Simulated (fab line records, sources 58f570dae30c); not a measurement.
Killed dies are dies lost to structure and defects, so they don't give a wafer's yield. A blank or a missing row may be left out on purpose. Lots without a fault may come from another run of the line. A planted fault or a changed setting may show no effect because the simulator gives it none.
Which tool did it? | flow berkeley_cmos170 | 14 lots, 42 wafers sampled, at 5 steps of a route of 331

WHAT THE GAUGES READ, wafer by wafer
UCB170_PFIELD_OVL_MEAS_06.
lot  | measured    | on         | PFIELD_OVL (nm)
L178 | day 4 22:21 | overlay-02 | 7 10 5
L181 | day 5 07:31 | overlay-01 | -2 2 -6
L179 | day 5 08:02 | overlay-01 | 1 2 -6
L180 | day 5 08:13 | overlay-02 | -8 -5 -10
L182 | day 5 18:25 | overlay-02 | -5 -9 -2
L184 | day 6 10:08 | overlay-02 | -4 -9 -11
L185 | day 6 11:41 | overlay-01 | -1 -1 -4
L186 | day 6 12:02 | overlay-02 | -11 -12 -2
L187 | day 6 23:49 | overlay-01 | 10 11 7
L188 | day 7 12:59 | overlay-01 | -6 -3 -3
L191 | day 7 13:16 | overlay-01 | 1 -5 4
L196 | day 9 00:38 | overlay-02 | 1 3 2
L200 | day 9 00:46 | overlay-01 | -1 -10 -9
L201 | day 9 17:47 | overlay-02 | -6 3 -3

UCB170_SACOX_THK_MEAS_02.
lot  | measured     | on            | SACOX_OXIDE_THK (nm)
L178 | day 5 19:31  | film_metro-03 | 14.23 14.25 14.12
L181 | day 6 07:12  | film_metro-01 | 14.45 14.58 14.67
L179 | day 6 07:14  | film_metro-04 | 14.27 14.18 14.40
L180 | day 6 07:11  | film_metro-03 | 14.27 14.17 14.41
L182 | day 6 17:08  | film_metro-01 | 14.41 14.33 14.31
L184 | day 7 07:04  | film_metro-04 | 14.21 14.31 14.20
L185 | day 7 07:07  | film_metro-03 | 14.53 14.17 14.35
L186 | day 7 07:04  | film_metro-01 | 14.21 14.22 14.14
L187 | day 7 23:49  | film_metro-01 | 14.69 14.73 14.55
L188 | day 8 12:32  | film_metro-04 | 14.19 14.31 14.15
L191 | day 8 12:32  | film_metro-03 | 14.33 14.23 14.48
L196 | day 10 04:47 | film_metro-03 | 14.18 14.44 14.23
L200 | day 10 04:44 | film_metro-03 | 14.20 13.91 14.21
L201 | day 10 23:23 | film_metro-01 | 14.45 14.31 14.34

UCB170_GATE_OVL_MEAS_13.
lot  | measured     | on         | GATE_OVL (nm)
L178 | day 7 04:21  | overlay-01 | -3 -11 -12
L181 | day 7 12:00  | overlay-01 | -9 -5 -1
L179 | day 7 12:16  | overlay-01 | 1 2 0
L180 | day 7 12:35  | overlay-01 | 3 -3 5
L182 | day 7 19:23  | overlay-02 | 4 1 0
L184 | day 8 15:31  | overlay-01 | -6 6 -1
L185 | day 8 15:43  | overlay-02 | 5 4 6
L186 | day 8 15:14  | overlay-01 | -9 -11 -9
L187 | day 9 04:12  | overlay-01 | 0 -6 -3
L188 | day 9 22:21  | overlay-01 | 0 3 0
L191 | day 9 22:31  | overlay-02 | 3 1 3
L196 | day 11 15:56 | overlay-02 | -5 -1 -8
L200 | day 11 15:44 | overlay-01 | 6 -3 2
L201 | day 12 04:42 | overlay-01 | 1 -1 4

UCB170_SDANNEAL_RS_MEAS_05: measures by four-point-probe.
lot  | measured     | on            | NLDD_RS (ohm/sq)
L178 | day 7 21:41  | film_metro-01 | 615.1 616.6 616.1
L181 | day 8 07:22  | film_metro-01 | 616.5 616.9 616.8
L179 | day 8 07:47  | film_metro-04 | 617.3 615.8 617.4
L180 | day 8 07:58  | film_metro-02 | 616.0 615.3 614.8
L182 | day 8 08:09  | film_metro-01 | 616.2 615.5 617.8
L184 | day 9 07:57  | film_metro-01 | 617.2 618.3 617.7
L185 | day 9 08:19  | film_metro-04 | 617.7 617.4 617.6
L186 | day 9 07:28  | film_metro-01 | 616.8 617.1 616.0
L187 | day 9 23:50  | film_metro-01 | 616.6 617.8 617.3
L188 | day 10 17:28 | film_metro-02 | 615.4 617.4 615.1
L191 | day 10 17:47 | film_metro-01 | 614.2 615.6 616.2
L196 | day 12 10:50 | film_metro-04 | 576.3 576.0 576.3
L200 | day 12 10:46 | film_metro-02 | 577.4 577.0 577.7
L201 | day 12 20:22 | film_metro-02 | 616.1 616.4 615.7

WHICH TOOL RAN EACH LOT (tool, then ch and the chambers of the sampled wafers, then the start)
lot  | UCB170_NLDD_IMPLANT_08
L178 | implanter-03 ch 0, day 7 09:15
L181 | implanter-02 ch 0, day 7 17:40
L179 | implanter-02 ch 0, day 7 18:14
L180 | implanter-02 ch 0, day 7 17:55
L182 | implanter-04 ch 0, day 8 00:04
L184 | implanter-02 ch 0, day 8 20:02
L185 | implanter-04 ch 0, day 8 20:02
L186 | implanter-03 ch 0, day 8 19:46
L187 | implanter-03 ch 0, day 9 08:37
L188 | implanter-03 ch 0, day 10 01:59
L191 | implanter-04 ch 0, day 10 02:43
L196 | implanter-04 ch 0, day 11 20:22
L200 | implanter-04 ch 0, day 11 19:56
L201 | implanter-02 ch 0, day 12 09:21
- UCB170_NLDD_IMPLANT_08

WHAT THE TOOLS THEMSELVES READ (means of the sampled wafers that have a number; where no wafer has one, the mark that the record gives instead)
UCB170_NLDD_IMPLANT_08.
lot  | tool         | beam_on_s (s) | dose_ions_cm2 | faraday_current_uA
L178 | implanter-03 | 9.99          | 4.995e+13     | 159
L181 | implanter-02 | 10.02         | 5.002e+13     | 158
L179 | implanter-02 | 10.01         | 4.992e+13     | 158
L180 | implanter-02 | 10.05         | 5.001e+13     | 158
L182 | implanter-04 | 10.17         | 5.006e+13     | 156
L184 | implanter-02 | 10.11         | 5.009e+13     | 157
L185 | implanter-04 | 10.00         | 5.002e+13     | 158
L186 | implanter-03 | 9.85          | 4.999e+13     | 161
L187 | implanter-03 | 9.98          | 5.001e+13     | 159
L188 | implanter-03 | 10.00         | 4.998e+13     | 159
L191 | implanter-04 | 10.04         | 4.993e+13     | 157
L196 | implanter-04 | 9.90          | 6.030e+13     | 193
L200 | implanter-04 | 9.95          | 6.032e+13     | 192
L201 | implanter-02 | 10.04         | 5.004e+13     | 158

THE ANSWER, worked out from the rows above alone
Rule: what is usual is taken from the lots themselves. Put in order of their means at a reading, lots are off if they are a third of the lots or fewer, leave a main group of 4 or more, and stand apart from it by a gap of 3 or more times the standard deviation of the main group's means; of several such gaps the widest counts. A main group whose means are all the same, to the digits that the tables above print for the reading, isn't used. A lot without any number at a reading at which 4 lots or more have one is off too. The other lots that the step has rows for count as sound. The gauges are gone through in route order, then the tools' own readings, and for those a lot's mean is taken as printed above. The first step at which some lot is off is used, and at that step the reading that is off furthest; a lot without a number counts as furthest.
Off: L196, L200, at UCB170_SDANNEAL_RS_MEAS_05 (NLDD_RS). The main group: mean 616.5 ohm/sq, standard deviation 0.75.
A tool fits if, at a process step before that reading, it ran every lot that is off, and no sound lot after the first of them. The gauges at UCB170_SDANNEAL_RS_MEAS_05 aren't tried: what is off there is off at UCB170_NLDD_IMPLANT_08 too, on other tools, and a gauge's error can't cause that. One fits: implanter-04 at UCB170_NLDD_IMPLANT_08. Its last sound lot is L191 (day 10 02:43), its first lot that is off L200 (day 11 19:56): a fault that began between those two fits.
The tool's own readings at UCB170_NLDD_IMPLANT_08 bear it out: on the lots that are off they differ by more than 5 times the standard deviation of the sound lots' means. dose_ions_cm2 reads 6.031e+13 there against 5.000e+13 on the sound lots; faraday_current_uA reads 192 there against 158 on the sound lots.

WHAT THE SIMULATOR HAD PUT IN
Process parameter drift: implanter-04, from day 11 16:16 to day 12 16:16, at UCB170_NLDD_IMPLANT_08. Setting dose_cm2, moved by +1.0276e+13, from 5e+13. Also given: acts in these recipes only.
Lots struck among those shown: L196, L200. The rule above found the same.
